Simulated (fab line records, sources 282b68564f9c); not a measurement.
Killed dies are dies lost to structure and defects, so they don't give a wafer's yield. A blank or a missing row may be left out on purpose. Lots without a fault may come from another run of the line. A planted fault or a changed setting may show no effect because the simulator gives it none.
A struck lot beside a sound one | flow rit_cmos | 14 steps out of a route of 202
Sound: wafers L819.1, L819.2, L819.6. Struck: wafers L821.1, L821.3, L821.4. The cause comes at the end.
At each step with rows: each side's tool, then ch and its chambers, then its first start. Under that, the readings that differ: sound wafers | struck wafers | difference of the means | sigmas: that difference in standard deviations of wafers without a fault.
alike: readings whose means differ by less than 2 such deviations, and words and numbers that are the same on both sides. not compared: withheld readings, readings that some wafer has no value for, bounds like >300 that may hide the same value, and numbers for which the record gives no deviation and whose values overlap.
The two part at a step that has a row with sigmas, a row that says differs or no value, or rows on one side only. Numbers that don't overlap but have no deviation are shown without sigmas and don't part them. A reading that every wafer of one side lacks parts them only if that side has two wafers or more.

first, 4 steps without rows for these wafers: RIT_PLDD_SOFTBAKE_02 (time 60 s); RIT_PLDD_EXPOSE_03 (exposes mask M8, target cd 40900 nm); RIT_PLDD_PEB_04; RIT_PLDD_DEVELOP_05 (develop time 50 s).
RIT_PLDD_OVL_MEAS_06:
  sound on overlay-01, day 5 00:59; struck on overlay-02, day 5 08:02
  alike: PLDD_OVL
then, 2 steps without rows for these wafers: RIT_PLDD_HARDBAKE_07 (time 60 s); RIT_PLDD_IMPLANT_08.
RIT_PLDD_STRIP_09: strips in O2, time 180 s.
  sound on plasma_asher-01 ch 0,1, day 5 01:27; struck on plasma_asher-03 ch 0,1, day 5 08:27
  alike: drypump_motor_current_A
  not compared: rf_hours_counter_h
RIT_PLDD_TW_MEAS_10:
  sound on film_metro-02, day 5 01:38; struck on film_metro-02, day 5 08:37
  alike: PLDD_TW
then, 3 steps without rows for these wafers: RIT_SPACER_CLEAN_00 (cleans in SC1, time 600 s); RIT_SPACER_CLEAN_01 (cleans in dHF, time 30 s); RIT_SPACER_CLEAN_02 (cleans in SC2, time 600 s).
RIT_SPACER_CVD_03: deposits Si3N4 from SiH2Cl2/NH3, target thk 250 nm, time 3300 s.
  sound on lpcvd-02 ch 0, day 5 02:03; struck on lpcvd-02 ch 1, day 5 09:03
  no value came back on the struck wafers for nh3_flow_sccm (sccm), pressure_mtorr (mTorr); on the sound wafers nh3_flow_sccm (sccm) reads 151.4 151.0 150.8
RIT_SPACER_ETCHBACK_05: etches Si3N4 in SF6/CHF3, stops on SiO2, target depth 250 nm, time 240 s.
  sound on rie_diel-02 ch 1,2, day 5 04:59; struck on rie_diel-02 ch 0,2, day 5 11:59
  alike: SF6_flow_sccm, drypump_motor_current_A, oes_product_au, throttle_valve_pct
  not compared: rf_hours_counter_h

WHERE THEY PART
Only at RIT_SPACER_CVD_03, within this record. Later steps at which nothing parts them and some readings are alike: RIT_SPACER_ETCHBACK_05.

WHY: what the simulator had put in
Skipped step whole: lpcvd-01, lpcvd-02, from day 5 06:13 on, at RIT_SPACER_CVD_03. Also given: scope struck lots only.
